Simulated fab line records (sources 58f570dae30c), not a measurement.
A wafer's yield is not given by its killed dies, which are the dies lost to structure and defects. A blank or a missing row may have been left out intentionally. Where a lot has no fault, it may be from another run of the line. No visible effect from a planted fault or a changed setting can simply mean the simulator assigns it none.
A single fault, viewed from 2 desks ; flow berkeley-cmos170 ; what lay behind the numbers comes last; until then each desk has only its own

== THE METROLOGY DESK ==
What the gauges read for every lot (on any tool): the sampled wafers with a number, averaged. Any lot whose mean is over 4 standard deviations away from the usual mean is out of limits and marked OUT; that distance is given in the brackets.
Columns: A = M1_AL_RS at UCB170_M1_RS_MEAS_01, usual 0.0486 ohm/sq; B = M1_AL_THK at UCB170_M1_THK_MEAS_02, usual 583 nm
lot;first seen here;A;B
L993;day 8 17:39;0.0481;585
L994;day 8 19:17;0.0491;574
L995;day 8 19:19;0.0488;581
L997;day 9 01:26;0.0486;584
L996;day 9 01:48;0.0481;591
L998;day 9 09:31;0.0490;578
L999;day 9 18:56;0.0479;590
L108;day 11 00:10;0.0458 (-5.8) OUT;621 (+6.6) OUT
L106;day 11 02:40;0.0454 (-6.6) OUT;624 (+7.3) OUT
L111;day 11 14:20;0.0485;583
L109;day 11 14:34;0.0489;581
L114;day 12 11:16;0.0486;584
L113;day 12 12:02;0.0485;586
L112;day 12 13:44;0.0492;576
This desk's finding: out of limits on L106, L108; first on L108, day 11 00:10 (M1_AL_RS at UCB170_M1_RS_MEAS_01). Within limits: L993, L994, L995, L997, L996, L998, L999, L111, L109, L114, L113, L112.

== TOOL OWNER'S DESK, pvd-sputter-01 ==
The tool's own readings at UCB170_M1_SPUTTER_00 (material Al, target thk 600 nm, time 80 s): means of the sampled wafers that have a number, for each lot that ran on this tool. Any lot whose mean is over 4 standard deviations away from the usual mean is out of limits and marked OUT; that distance is given in the brackets.
Columns: A = cathode-dc-power-W at UCB170_M1_SPUTTER_00, usual 6000.1 W; B = throttle-valve-pct at UCB170_M1_SPUTTER_00, usual 30.0 %
lot;first seen here;A;B
L994;day 8 19:10;6000.7;32.0
L997;day 9 01:20;5999.9;30.2
L999;day 9 18:52;5999.2;30.4
L108;day 11 00:05;6413.5 (+99 or more) OUT;30.6
L106;day 11 02:35;6412.1 (+99 or more) OUT;30.7
This desk's finding: out of limits on L106, L108; first on L108, day 11 00:05 (cathode-dc-power-W at UCB170_M1_SPUTTER_00). Within limits: L994, L997, L999.

== TAKEN TOGETHER ==
At day 11 00:05, on L106, L108, the tool owner's desk was in a position to raise an alarm.
The metrology desk could have raised an alarm at day 11 00:10, on L106, L108.
The lots listed all ran UCB170_M1_SPUTTER_00 on pvd-sputter-01.

== WHAT THE SIMULATOR HAD INSERTED ==
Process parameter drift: pvd-sputter-01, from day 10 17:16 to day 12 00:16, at UCB170_M1_SPUTTER_00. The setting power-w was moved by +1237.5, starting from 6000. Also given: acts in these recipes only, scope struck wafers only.
Shown lots that were struck: L106, L108.
Counting hours from when the fault started, the first reading out of limits came at 7 for the tool owner's desk and at 7 for the metrology desk.
